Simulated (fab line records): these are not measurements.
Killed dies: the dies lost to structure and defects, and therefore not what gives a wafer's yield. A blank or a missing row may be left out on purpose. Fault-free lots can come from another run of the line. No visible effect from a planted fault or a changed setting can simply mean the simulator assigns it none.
Matching of chambers + flow berkeley-cmos170 + UCB170_ZERO_ETCH_06 on rie-diel-01: 4 sister chambers
The step etches SiO2 in CHF3/CF4/Ar, time 12 s. 16 wafers are shown with their chamber, then 8 later ones without.

## EACH WAFER AND ITS CHAMBER
| wafer  | chamber | drypump-motor-current-A (A) | throttle-valve-pct (%) | oes-product-au (a.u.) |
|--------|---------|-----------------------------|------------------------|-----------------------|
| L075.2 | 3       | 5.5                         | 9.17                   | 0.633                 |
| L075.4 | 2       | 6.1                         | 9.44                   | 0.626                 |
| L075.6 | 1       | 6.4                         | 9.49                   | 0.609                 |
| L077.1 | 1       | 6.4                         | 9.50                   | 0.607                 |
| L077.5 | 3       | 5.5                         | 9.17                   | 0.635                 |
| L077.6 | 0       | 5.9                         | 9.45                   | 0.640                 |
| L079.1 | 3       | 5.5                         | 9.16                   | 0.626                 |
| L079.2 | 0       | 5.9                         | 9.47                   | 0.638                 |
| L079.5 | 1       | 6.4                         | 9.51                   | 0.612                 |
| L080.1 | 1       | 6.4                         | 9.48                   | 0.613                 |
| L080.4 | 2       | 6.0                         | 9.45                   | 0.624                 |
| L080.5 | 0       | 5.9                         | 9.46                   | 0.639                 |
| L083.3 | 1       | 6.4                         | 9.51                   | 0.609                 |
| L083.4 | 0       | 5.9                         | 9.45                   | 0.639                 |
| L083.5 | 2       | 6.1                         | 9.45                   | 0.619                 |
| L084.3 | 3       | 5.5                         | 9.17                   | 0.630                 |

SIGNATURES, as means of the wafers listed above
| reading                 | chamber 0 | chamber 1 | chamber 2 | chamber 3 | scatter within a chamber |
|-------------------------|-----------|-----------|-----------|-----------|--------------------------|
| drypump-motor-current-A | 5.900     | 6.400     | 6.067     | 5.500     | 0.0236                   |
| throttle-valve-pct      | 9.4575    | 9.4980    | 9.4467    | 9.1675    | 0.00956                  |
| oes-product-au          | 0.63900   | 0.61000   | 0.62300   | 0.63100   | 0.00286                  |
Rule: distance of a wafer from a chamber = root of the sum over the readings of ((wafer's reading minus chamber's mean) / reading's scatter) squared. The wafer belongs to the nearest chamber; if the next one is less than 2 further off, it can't be placed. How the scatter is found: for the shown wafers, subtract from each reading the mean of its chamber, square and add these, divide the total by (wafers less chambers), then take the root.

## WAFERS MISSING THEIR CHAMBER
| wafer  | drypump-motor-current-A (A) | throttle-valve-pct (%) | oes-product-au (a.u.) |
|--------|-----------------------------|------------------------|-----------------------|
| L084.4 | 6.0                         | 9.45                   | 0.625                 |
| L084.6 | 5.5                         | 9.17                   | 0.637                 |
| L091.2 | 6.0                         | 9.45                   | 0.628                 |
| L091.5 | 5.9                         | 9.47                   | 0.635                 |
| L091.6 | 6.0                         | 9.45                   | 0.627                 |
| L093.1 | 5.5                         | 9.17                   | 0.627                 |
| L093.2 | 6.1                         | 9.43                   | 0.631                 |
| L093.3 | 6.4                         | 9.50                   | 0.623                 |

## EACH ONE'S CHAMBER
| wafer  | from the rows above | in truth                   |
|--------|---------------------|----------------------------|
| L084.4 | 2                   | 2                          |
| L084.6 | 3                   | 3                          |
| L091.2 | 2                   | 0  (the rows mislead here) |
| L091.5 | 0                   | 0                          |
| L091.6 | 2                   | 2                          |
| L093.1 | 3                   | 3                          |
| L093.2 | 2                   | 2                          |
| L093.3 | 1                   | 1                          |
Placed correctly: 7 of 8. Left unplaced by these rows: 0. 1 placed wrongly.
